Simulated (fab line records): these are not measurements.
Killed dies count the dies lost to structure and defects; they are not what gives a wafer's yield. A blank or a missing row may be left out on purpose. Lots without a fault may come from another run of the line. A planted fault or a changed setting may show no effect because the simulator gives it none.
Which of the tools did it? -- flow berkeleyCmos170 -- Sampling: 7 lots, 21 wafers, 3 of 331 route steps

## WHAT THE GAUGES SHOWED, per wafer
UCB170_SDANNEAL_RS_MEAS_03: measures by four-point-probe.
lot,measured,on,NSD_RS (ohm/sq)
L238,day 8 09:49,filmMetro-01,37.30 37.25 37.21
L240,day 8 19:23,filmMetro-01,37.26 37.32 37.32
L245,day 9 17:38,filmMetro-04,39.27 39.31 39.41
L251,day 10 07:57,filmMetro-03,37.22 37.24 37.27
L254,day 11 08:19,filmMetro-04,37.30 37.22 37.27
L258,day 12 12:22,filmMetro-04,37.42 37.33 37.32
L259,day 12 13:02,filmMetro-04,37.27 37.30 37.31

## WHICH TOOL RAN EACH LOT (tool, then ch and the chambers of the sampled wafers, then the start)
lot,UCB170_NSD_IMPLANT_08,UCB170_NSD_STRIP_09
L238,"implanter-02 ch 0, day 8 07:10","plasmaAsher-01 ch 0,1, day 8 07:18"
L240,"implanter-01 ch 0, day 8 17:28","plasmaAsher-04 ch 0,1, day 8 17:35"
L245,"implanter-02 ch 0, day 9 14:50","plasmaAsher-02 ch 0,1, day 9 14:58"
L251,"implanter-01 ch 0, day 10 06:30","plasmaAsher-02 ch 0,1, day 10 06:39"
L254,"implanter-04 ch 0, day 11 06:08","plasmaAsher-04 ch 0,1, day 11 06:17"
L258,"implanter-04 ch 0, day 12 10:53","plasmaAsher-04 ch 0,1, day 12 11:00"
L259,"implanter-04 ch 0, day 12 11:31","plasmaAsher-02 ch 0,1, day 12 11:39"
- UCB170_NSD_IMPLANT_08
- UCB170_NSD_STRIP_09: strips in O2.

## THE ANSWER, worked out from the rows above alone
Rule: what is usual is taken from the lots themselves. The widest of any qualifying gaps counts: lots, ordered by their means at a reading, are off when they make up no more than a third of the lots, leave a main group of 4 or more, and stand apart from it by 3 or more times the standard deviation of that group's means. A main group is skipped when, at the precision printed for the reading in the tables above, its means are all equal. A lot without any number at a reading at which 4 lots or more have one is off too. All remaining lots with rows at the step are treated as sound.
Off: L245, at UCB170_SDANNEAL_RS_MEAS_03 (NSD_RS). The main group: mean 37.28 ohm/sq, standard deviation 0.038.
A tool fits if, at a process step before that reading, it ran every lot that is off, and no sound lot after the first of them. Those tools and the gauges at UCB170_SDANNEAL_RS_MEAS_03 are tried in the same way. One candidate fits, namely implanter-02 at UCB170_NSD_IMPLANT_08. A fault onset in the window from L238 (day 8 07:10, its last sound lot) to L245 (day 9 14:50, its first lot off) fits.

## WHAT THE SIMULATOR PUT IN
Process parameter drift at UCB170_NSD_IMPLANT_08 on implanter-02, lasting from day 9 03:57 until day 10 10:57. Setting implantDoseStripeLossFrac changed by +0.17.
Shown lots that were struck: L245. The rule above found the same.
